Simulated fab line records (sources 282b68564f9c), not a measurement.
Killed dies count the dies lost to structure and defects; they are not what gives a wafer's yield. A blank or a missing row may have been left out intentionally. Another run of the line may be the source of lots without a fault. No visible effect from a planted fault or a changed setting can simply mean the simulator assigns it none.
fab line records ; flow rit-cmos
record lots=14; wafers=42; last-day=7
route steps=202 shown PSD@147
lots that met no fault: from a run of the same line without faults
start-h: hours from the record's opening day to when the first of the lot's shown wafers began ; wait-h: hours since the lot's step before ; " as in the row above ; L1.1+2: several wafers, shown together as one row ; - either no value or no given start ; * or withheld: withheld ; < > ~ a bound
route shown NAME@n: names a module that has steps shown in the file, with the first one's number in the route ; usual: mean and standard deviation over wafers with no fault ; same: alike in all rows ; chamber/n: place in a boat ; sites: per-site readings ; _std_site: the values' standard deviation ; _edge_site: outer sites' mean less inner sites' ; radius-mm: for every site, how far away it sits from the centre of the wafer ; mask NAME#n: copy n ; behind: tool/chamber where the wafer was last shaped ; hold: cause of the lot's hold/its duration in hours/its outcome ; device: names the non-switching transistor (n, p or np) ; end of line: the route-end tests of the same wafers ; where a step has no rows: the recipe by itself ; killed: dies that structure and defects cost at the first sort, which is not the same as the wafer's yield ; map: per-die view of a wafer (x killed, . not killed, _ where there is no die)
set.NAME: setting as actually run; set.NAME@STEP: the setting as run at that earlier step ; model.NAME: the simulator's own value behind a step, which no gauge read
steps of the route over a sample of lots; a table a step, a row a wafer
## steps
# step RIT_PSD_DEVELOP_05
# recipe resist=NOVOLAK; develop-time-s=50; dev-temp-c=23
# usual resist-line-temp-C=22.98/0.12
lot.wafer;tool;chamber;start-h;wait-h;resist-line-temp-C
L634.1;litho-track-03;0;59;-;23.13
L634.4;litho-track-03;0;59;-;23.24
L634.5;litho-track-03;0;59;-;23.28
L635.1;litho-track-03;0;60;-;22.90
L635.3;litho-track-03;0;60;-;22.94
L635.6;litho-track-03;0;60;-;22.99
L636.3;litho-track-03;0;65;-;23.00
L636.4;litho-track-03;0;65;-;22.96
L636.5;litho-track-03;0;65;-;23.05
L637.2;litho-track-03;0;73;-;23.06
L637.5;litho-track-03;0;73;-;22.99
L637.6;litho-track-03;0;73;-;23.04
L638.1;litho-track-03;0;76;-;23.00
L638.2;litho-track-03;0;76;-;23.03
L638.3;litho-track-03;0;76;-;22.98
L639.1;litho-track-01;0;77;-;22.88
L639.3;litho-track-01;0;77;-;22.95
L639.4;litho-track-01;0;77;-;22.84
L641.3;litho-track-03;0;92;-;23.04
L641.5;litho-track-03;0;92;-;22.98
L641.6;litho-track-03;0;92;-;22.92
L643.4;litho-track-01;0;104;-;23.15
L643.5;litho-track-01;0;104;-;23.25
L643.6;litho-track-01;0;104;-;23.10
L644.2;litho-track-02;0;104;-;23.07
L644.3;litho-track-02;0;104;-;22.83
L644.4;litho-track-02;0;104;-;22.93
L646.1;litho-track-02;0;119;-;22.93
L646.2;litho-track-02;0;119;-;22.91
L646.6;litho-track-02;0;119;-;22.99
L648.1;litho-track-01;0;134;-;22.88
L648.5;litho-track-01;0;135;-;22.94
L648.6;litho-track-01;0;135;-;22.93
L649.1;litho-track-01;0;135;-;22.89
L649.4;litho-track-01;0;135;-;22.78
L649.5;litho-track-01;0;135;-;22.82
L653.1;litho-track-01;0;149;-;23.02
L653.3;litho-track-01;0;149;-;23.09
L653.5;litho-track-01;0;149;-;23.16
L655.2;litho-track-03;0;159;-;23.00
L655.5;litho-track-03;0;159;-;22.93
L655.6;litho-track-03;0;159;-;23.06
# step RIT_PSD_TW_MEAS_10
# usual PSD_TW=3418/27
lot.wafer;tool;chamber;start-h;wait-h;PSD_TW
L634.1;film-metro-01;-;59.95;0.1;3408
L634.4;film-metro-01;-;59.95;0.1;3406
L634.5;film-metro-01;-;59.95;0.1;3397
L635.1;film-metro-01;-;61.51;0.1;3371
L635.3;film-metro-01;-;61.51;0.1;3372
L635.6;film-metro-01;-;61.51;0.1;3380
L636.3;film-metro-02;-;66.16;0.1;3384
L636.4;film-metro-02;-;66.16;0.1;3352
L636.5;film-metro-02;-;66.16;0.1;3363
L637.2;film-metro-01;-;73.92;0.1;3406
L637.5;film-metro-01;-;73.92;0.1;3428
L637.6;film-metro-01;-;73.92;0.1;3414
L638.1;film-metro-01;-;77.46;0.1;3438
L638.2;film-metro-01;-;77.46;0.1;3429
L638.3;film-metro-01;-;77.46;0.1;3403
L639.1;film-metro-02;-;77.89;0.1;3409
L639.3;film-metro-02;-;77.89;0.1;3407
L639.4;film-metro-02;-;77.89;0.1;3374
L641.3;film-metro-02;-;93.08;0.1;3383
L641.5;film-metro-02;-;93.08;0.1;3389
L641.6;film-metro-02;-;93.08;0.1;3386
L643.4;film-metro-04;-;105.08;0.1;3420
L643.5;film-metro-04;-;105.08;0.1;3420
L643.6;film-metro-04;-;105.08;0.1;3432
L644.2;film-metro-04;-;105.49;0.1;3437
L644.3;film-metro-04;-;105.49;0.1;3427
L644.4;film-metro-04;-;105.49;0.1;3433
L646.1;film-metro-04;-;120.04;0.1;3447
L646.2;film-metro-04;-;120.04;0.1;3482
L646.6;film-metro-04;-;120.04;0.1;3451
L648.1;film-metro-04;-;135.78;0.1;3428
L648.5;film-metro-04;-;135.78;0.1;3449
L648.6;film-metro-04;-;135.78;0.1;3429
L649.1;film-metro-01;-;135.84;0.1;30
L649.4;film-metro-01;-;135.84;0.1;30
L649.5;film-metro-01;-;135.84;0.1;30
L653.1;film-metro-04;-;150.23;0.1;30
L653.3;film-metro-04;-;150.23;0.1;30
L653.5;film-metro-04;-;150.23;0.1;30
L655.2;film-metro-04;-;159.67;0.1;3438
L655.5;film-metro-04;-;159.67;0.1;3447
L655.6;film-metro-04;-;159.67;0.1;3463
## key
first-sign step=RIT_PSD_TW_MEAS_10; reading=PSD_TW; direction=down; sigmas=99+; usual=3418; struck=30
effect none on later readings
met-at RIT_PSD_DEVELOP_05
struck-lots L649,L653
sort-left-out L649.1,L649.4,L649.5,L653.1,L653.3,L653.5
tester-left-out L649,L653
fault kind=process-parameter-drift; tool=litho-track-01; chamber=-; onset-h=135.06; steps=RIT_PSD_DEVELOP_05; channel=develop-time-s; offset=*; shape=step; end-h=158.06; acts-in=*; stated=*
# tester-left-out: of these lots the tester's yield and bins aren't shown, on N5 and GAA mostly nor the transistor test; their killed dies are dies lost to structure and defects alone, not to doping, threshold or leakage, so they don't give the yield
# sort-left-out: the simulated sort isn't trusted on such a fault, so these wafers' sort isn't shown, and their yield isn't known
